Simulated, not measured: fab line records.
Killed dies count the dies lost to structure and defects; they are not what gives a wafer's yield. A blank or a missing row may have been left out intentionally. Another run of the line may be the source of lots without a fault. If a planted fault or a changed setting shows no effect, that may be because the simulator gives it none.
Which tool was responsible? :: flow ritCmos :: Sampling: 7 lots, 21 wafers, 2 of 202 route steps

== WHAT THE GAUGES READ, wafer by wafer ==
RIT_SDANNEAL_RS_MEAS_04: the measuring method here is four-point-probe.
lot: L852
measured: day 4 09:40
on: filmMetro-04
PSD_RS (ohm/sq): 116.2 116.2 116.4

lot: L858
measured: day 5 14:08
on: filmMetro-03
PSD_RS (ohm/sq): 116.0 116.3 116.6

lot: L860
measured: day 5 20:50
on: filmMetro-04
PSD_RS (ohm/sq): 115.8 116.0 116.1

lot: L863
measured: day 6 11:28
on: filmMetro-03
PSD_RS (ohm/sq): 115.9 115.8 116.0

lot: L865
measured: day 7 02:05
on: filmMetro-04
PSD_RS (ohm/sq): 115.8 115.7 115.7

lot: L868
measured: day 7 14:58
on: filmMetro-02
PSD_RS (ohm/sq): 116.1 116.4 116.3

lot: L870
measured: day 7 23:43
on: filmMetro-04
PSD_RS (ohm/sq): 115.3 115.5 115.6

== WHICH TOOL RAN EACH LOT (tool, then ch and the chambers of the sampled wafers, then the start) ==
lot: L852
RIT_SDANNEAL_RTA_03: rtpAnneal-01 ch 0, day 4 09:36

lot: L858
RIT_SDANNEAL_RTA_03: rtpAnneal-02 ch 0, day 5 14:04

lot: L860
RIT_SDANNEAL_RTA_03: rtpAnneal-02 ch 0, day 5 20:47

lot: L863
RIT_SDANNEAL_RTA_03: rtpAnneal-02 ch 0, day 6 11:25

lot: L865
RIT_SDANNEAL_RTA_03: rtpAnneal-02 ch 0, day 7 02:02

lot: L868
RIT_SDANNEAL_RTA_03: rtpAnneal-02 ch 0, day 7 14:55

lot: L870
RIT_SDANNEAL_RTA_03: rtpAnneal-02 ch 0, day 7 23:40
- RIT_SDANNEAL_RTA_03: time 5 s.

== THE ANSWER, worked out from the rows above alone ==
Rule: usual is defined by the lots themselves. Put in order of their means at a reading, lots are off if they are a third of the lots or fewer, leave a main group of 4 or more, and stand apart from it by a gap of 3 or more times the standard deviation of the main group's means; of several such gaps the widest counts. Not used: any main group whose means are identical at the precision the tables above print for the reading. Also off: a lot with no number at a reading for which 4 or more lots have one. Any other lot the step has rows for is counted as sound.
No lot is off at any reading shown: from this, nothing can be told.

== WHAT THE SIMULATOR HAD INSERTED ==
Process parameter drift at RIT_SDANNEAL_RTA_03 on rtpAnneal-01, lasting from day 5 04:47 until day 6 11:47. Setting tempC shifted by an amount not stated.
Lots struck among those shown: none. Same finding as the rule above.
